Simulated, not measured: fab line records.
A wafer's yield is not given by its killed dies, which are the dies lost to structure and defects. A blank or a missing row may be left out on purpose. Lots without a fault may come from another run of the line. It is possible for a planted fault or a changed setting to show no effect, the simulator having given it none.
A single fault, viewed from 2 desks / flow rit-cmos / numbers are kept per desk, each desk with only its own; the story behind them comes last

## AT THE METROLOGY DESK
What the gauges read, lot by lot, whatever tool the lot ran on: means of the sampled wafers that have a number. A lot is out of limits, marked OUT, if its mean lies more than 4 standard deviations from the usual mean; the brackets give that distance.
Columns: A = GATE_OVL at RIT_GATE_OVL_MEAS_17, usual -0.9 nm; B = SILICIDE_TI_RS at RIT_SILICIDE_RS_MEAS_02, usual 47.8 ohm/sq
lot=L776; first seen here=day 3 10:58; A=-0.2; B=47.3
lot=L777; first seen here=day 3 22:39; A=1.2; B=48.2
lot=L778; first seen here=day 4 03:32; A=-1.3; B=48.7
lot=L779; first seen here=day 4 14:39; A=-0.2; B=47.0
lot=L780; first seen here=day 4 14:47; A=0.9; B=48.7
lot=L784; first seen here=day 4 21:35; A=1.5; B=47.4
lot=L783; first seen here=day 4 21:49; A=-1.8; B=47.5
lot=L790; first seen here=day 6 09:28; A=-1.6; B=48.2
lot=L793; first seen here=day 6 18:25; A=-2.0; B=54.2 (+6.9) OUT
lot=L794; first seen here=day 6 21:37; A=-1.2; B=47.1
lot=L796; first seen here=day 7 02:24; A=-2.9; B=47.2
lot=L797; first seen here=day 7 11:02; A=-0.5; B=47.8
lot=L798; first seen here=day 7 12:55; A=-1.7; B=46.5
This desk finds L793 out of limits, with the earliest case on L793 at day 7 07:54 (SILICIDE_TI_RS at RIT_SILICIDE_RS_MEAS_02). L776, L777, L778, L779, L780, L784, L783, L790, L794, L796, L797, L798 stayed within limits.

## FOR THE TOOL OWNER'S DESK: pvd-sputter-04
The tool's own readings at RIT_SILICIDE_SPUTTER_01 (material Ti, target thk 30 nm, time 240 s): means of the sampled wafers that have a number, for each lot that ran on this tool. A lot is out of limits, marked OUT, if its mean lies more than 4 standard deviations from the usual mean; the brackets give that distance.
Columns: A = chamber-pressure-pa at RIT_SILICIDE_SPUTTER_01, usual 0.6670 Pa; B = throttle-valve-pct at RIT_SILICIDE_SPUTTER_01, usual 29.9 %
lot=L780; first seen here=day 5 18:31; A=0.6673; B=29.6
lot=L793; first seen here=day 7 07:43; A=0.7036 (+26) OUT; B=28.2
This desk's verdict: out of limits on L793, starting with L793 at day 7 07:43 (chamber-pressure-pa at RIT_SILICIDE_SPUTTER_01). L780 stayed within limits.

## BROUGHT TOGETHER
At day 7 07:43, on L793, the tool owner's desk was in a position to raise an alarm.
An alarm was possible from the metrology desk at day 7 07:54, on L793.
On pvd-sputter-04, each named lot ran RIT_SILICIDE_SPUTTER_01.

## WHAT HAD BEEN PUT IN BY THE SIMULATOR
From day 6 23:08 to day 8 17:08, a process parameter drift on pvd-sputter-04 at RIT_SILICIDE_SPUTTER_01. A move of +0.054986 in setting chamber-pressure-pa, from 0.667. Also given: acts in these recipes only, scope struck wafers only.
Lots struck among those shown: L793.
Counting hours from when the fault started, the first reading out of limits came at 9 for the tool owner's desk and at 9 for the metrology desk.
